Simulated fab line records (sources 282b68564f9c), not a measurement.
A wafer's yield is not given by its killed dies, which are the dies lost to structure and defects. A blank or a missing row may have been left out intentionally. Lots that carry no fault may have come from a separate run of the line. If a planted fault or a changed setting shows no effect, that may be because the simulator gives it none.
The tool behind it: which one? / flow rit cmos / 14 lots, 42 wafers sampled, at 2 steps of a route of 202

## WHAT THE GAUGES READ, wafer by wafer
RIT_GATE_CD_MEAS_16 targets a cd of 150 nm.
lot=L244; measured=day 2 21:47; on=cd sem-01; cd nm (nm)=154.7 154.3 151.5
lot=L245; measured=day 3 03:17; on=cd sem-01; cd nm (nm)=148.9 149.3 149.5
lot=L246; measured=day 3 03:34; on=cd sem-02; cd nm (nm)=148.7 146.5 145.3
lot=L247; measured=day 3 10:50; on=cd sem-01; cd nm (nm)=152.1 152.9 152.7
lot=L248; measured=day 3 11:00; on=cd sem-02; cd nm (nm)=152.4 152.5 151.4
lot=L249; measured=day 3 14:35; on=cd sem-02; cd nm (nm)=149.2 149.5 150.6
lot=L251; measured=day 4 03:18; on=cd sem-01; cd nm (nm)=150.8 150.1 148.9
lot=L254; measured=day 4 19:11; on=cd sem-01; cd nm (nm)=136.4 134.0 133.9
lot=L255; measured=day 5 07:08; on=cd sem-01; cd nm (nm)=149.3 148.6 149.3
lot=L259; measured=day 5 21:25; on=cd sem-01; cd nm (nm)=135.1 137.0 136.2
lot=L262; measured=day 6 11:43; on=cd sem-02; cd nm (nm)=150.9 152.6 149.6
lot=L263; measured=day 6 14:09; on=cd sem-01; cd nm (nm)=150.3 149.6 150.7
lot=L266; measured=day 7 07:04; on=cd sem-02; cd nm (nm)=145.3 146.5 147.1
lot=L267; measured=day 7 12:10; on=cd sem-02; cd nm (nm)=151.1 150.7 151.0

## TOOL THAT RAN EACH LOT (tool first, then ch and the chambers of the sampled wafers, then the start)
lot=L244; RIT_GATE_DEVELOP_15=litho track-04 ch 0, day 2 21:00
lot=L245; RIT_GATE_DEVELOP_15=litho track-04 ch 0, day 3 03:00
lot=L246; RIT_GATE_DEVELOP_15=litho track-01 ch 0, day 3 03:00
lot=L247; RIT_GATE_DEVELOP_15=litho track-03 ch 0, day 3 10:00
lot=L248; RIT_GATE_DEVELOP_15=litho track-01 ch 0, day 3 10:00
lot=L249; RIT_GATE_DEVELOP_15=litho track-04 ch 0, day 3 14:00
lot=L251; RIT_GATE_DEVELOP_15=litho track-01 ch 0, day 4 03:00
lot=L254; RIT_GATE_DEVELOP_15=litho track-04 ch 0, day 4 19:00
lot=L255; RIT_GATE_DEVELOP_15=litho track-01 ch 0, day 5 07:00
lot=L259; RIT_GATE_DEVELOP_15=litho track-04 ch 0, day 5 21:00
lot=L262; RIT_GATE_DEVELOP_15=litho track-03 ch 0, day 6 11:00
lot=L263; RIT_GATE_DEVELOP_15=litho track-03 ch 0, day 6 14:00
lot=L266; RIT_GATE_DEVELOP_15=litho track-03 ch 0, day 7 06:00
lot=L267; RIT_GATE_DEVELOP_15=litho track-03 ch 0, day 7 12:00
- RIT_GATE_DEVELOP_15: develop time 50 s.

## AS READ BY THE TOOLS THEMSELVES (means over the sampled wafers that have a number; for cases with no such wafer, the mark the record gives instead)
RIT_GATE_DEVELOP_15.
lot=L244; tool=litho track-04; developer temp C (C)=22.85
lot=L245; tool=litho track-04; developer temp C (C)=22.89
lot=L246; tool=litho track-01; developer temp C (C)=23.03
lot=L247; tool=litho track-03; developer temp C (C)=22.91
lot=L248; tool=litho track-01; developer temp C (C)=23.07
lot=L249; tool=litho track-04; developer temp C (C)=23.15
lot=L251; tool=litho track-01; developer temp C (C)=22.93
lot=L254; tool=litho track-04; developer temp C (C)=20.75
lot=L255; tool=litho track-01; developer temp C (C)=22.94
lot=L259; tool=litho track-04; developer temp C (C)=20.75
lot=L262; tool=litho track-03; developer temp C (C)=23.23
lot=L263; tool=litho track-03; developer temp C (C)=22.88
lot=L266; tool=litho track-03; developer temp C (C)=23.15
lot=L267; tool=litho track-03; developer temp C (C)=22.99

## THE ANSWER, worked out from the rows above alone
Rule: the usual values come from the lots themselves. The widest of any qualifying gaps counts: lots, ordered by their means at a reading, are off when they make up no more than a third of the lots, leave a main group of 4 or more, and stand apart from it by 3 or more times the standard deviation of that group's means. A main group whose means are all the same, to the digits that the tables above print for the reading, isn't used. Also off: a lot with no number at a reading for which 4 or more lots have one. The other lots that the step has rows for count as sound. Order of review: gauges by route order, followed by the tools' own readings, for which a lot's mean as printed above is used. The first step at which some lot is off is used, and at that step the reading that is off furthest; a lot without a number counts as furthest.
Off: L254, L259, at RIT_GATE_CD_MEAS_16 (cd nm). For the main group the mean is 150.1 nm and the standard deviation 2.
A tool fits if, at a process step before that reading, it ran every lot that is off, and no sound lot after the first of them. Not tried: the gauges at RIT_GATE_CD_MEAS_16; whatever is off there is also off at RIT_GATE_DEVELOP_15, on other tools, and gauge error can't account for it. One candidate fits, namely litho track-04 at RIT_GATE_DEVELOP_15. A fault onset in the window from L249 (day 3 14:00, its last sound lot) to L254 (day 4 19:00, its first lot off) fits.
The tool's own readings at RIT_GATE_DEVELOP_15 bear it out: on the lots that are off they differ by more than 5 times the standard deviation of the sound lots' means. developer temp C reads 20.75 C there against 23.00 C on the sound lots.

## WHAT WAS PUT IN BY THE SIMULATOR
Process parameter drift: litho track-04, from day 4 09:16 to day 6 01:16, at RIT_GATE_DEVELOP_15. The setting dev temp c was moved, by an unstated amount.
Struck lots among those shown: L254, L259. The rule above found the same.
